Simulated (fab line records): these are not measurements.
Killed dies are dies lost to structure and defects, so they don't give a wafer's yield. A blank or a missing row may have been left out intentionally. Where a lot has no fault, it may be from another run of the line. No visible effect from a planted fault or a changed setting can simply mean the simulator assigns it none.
Problem report, 8D (eight disciplines) form, completed by code + flow rit cmos + the parts of the form that need people (team, actions taken, sign-off) are left out

1. WHAT IS WRONG
GATE_OXIDE_THK at RIT_GATE_THK_MEAS_07 reads a mean of 2.50 nm on 9 wafers of 3 lots; wafers without a fault read 2.99 nm with a standard deviation of 0.073. Measured from the usual mean, that is -6.7 standard deviations.
Earliest sighting: wafer L849.3 on film metro-04 at day 3 16:22. At this step, 45 wafers from 15 lots have a number in the record. Rule for "out", or "out of limits": more than 4 standard deviations from the usual mean. The other wafers with a number count as sound.

2. WHAT IT IS, WHAT IT ISN'T
| question                    | is                           | is not                                                                                                         |
|-----------------------------|------------------------------|----------------------------------------------------------------------------------------------------------------|
| which readings at this step | GATE_OXIDE_THK               | -                                                                                                              |
| which lots                  | L849, L851, L852             | L844, L845, L846, L847, L858, L859, L860, L863, L864, L865, L866, L867                                         |
| which wafers of those lots  | all that have a number       | -                                                                                                              |
| read on which gauges        | film metro-01, film metro-04 | film metro-02                                                                                                  |
| when                        | from day 3 16:22             | up to then (12 sound wafers); but 24 sound wafers of L858, L859, L860, L863, L864, L865, L866, L867 came after |

3. WHAT RULES OUT EACH SUSPECT
Counting: a tool at any process step up to the reading remains a suspect when it ran all the lots that are out and ran no sound lot after the first of those.
- the gauge at RIT_GATE_THK_MEAS_07 has been ruled out. 2 gauges (film metro-01, film metro-04) read the wafers that are out.
- furnace-01 at RIT_GATE_OXIDATION_05 (target thk 3 nm, ox time 270 s): ruled out as a lasting fault. Following L849 (day 3 14:03), the first lot on it that is out, the sound lots L867 were run on it.
Left after counting: nothing in the record.

4. THE CAUSE (what the simulator had put in)
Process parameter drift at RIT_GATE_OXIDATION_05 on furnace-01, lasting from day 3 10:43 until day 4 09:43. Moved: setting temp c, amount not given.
Counting ruled it out, wrongly: the rule takes a fault to strike every lot that its tool runs from its start on, and this one did not.

5. THE CHAIN OF EFFECTS, in route order
Each row: a reading where the mean over the struck wafers with a number is more than 3 standard deviations away from the usual. Scope: only readings with a usual standard deviation given in the record; hours: median across lots of the time from each lot's start at the first step in this table that gives one to its start at this step; sigmas: change in usual standard deviations.
| hours | step                  | reading           | usual   | on struck wafers | change | sigmas |
|-------|-----------------------|-------------------|---------|------------------|--------|--------|
| 0     | RIT_GATE_OXIDATION_05 | spike tc centre C | 902.2 C | 887.4            | -14.8  | -11    |
| 0     | RIT_GATE_OXIDATION_05 | spike tc load C   | 929 C   | 915              | -14    | -4.2   |
| 0     | RIT_GATE_OXIDATION_05 | spike tc source C | 925.3 C | 910.8            | -14.5  | -8.5   |
| 2     | RIT_GATE_THK_MEAS_07  | GATE_OXIDE_THK    | 2.99 nm | 2.50             | -0.49  | -6.7   |
Here are the process steps it includes:
- RIT_GATE_OXIDATION_05: target thk 3 nm, ox time 270 s.

6. WHAT WOULD HAVE CAUGHT IT SOONER
6 hours passed between the start of the fault at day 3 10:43 and the first reading out of limits at a measuring or inspecting step in this record, taken at day 3 16:22.
Tool's own readings at RIT_GATE_OXIDATION_05, spike tc centre C, spike tc source C: out on all struck wafers the step has rows for; an alarm limit on them would have tripped on the first.
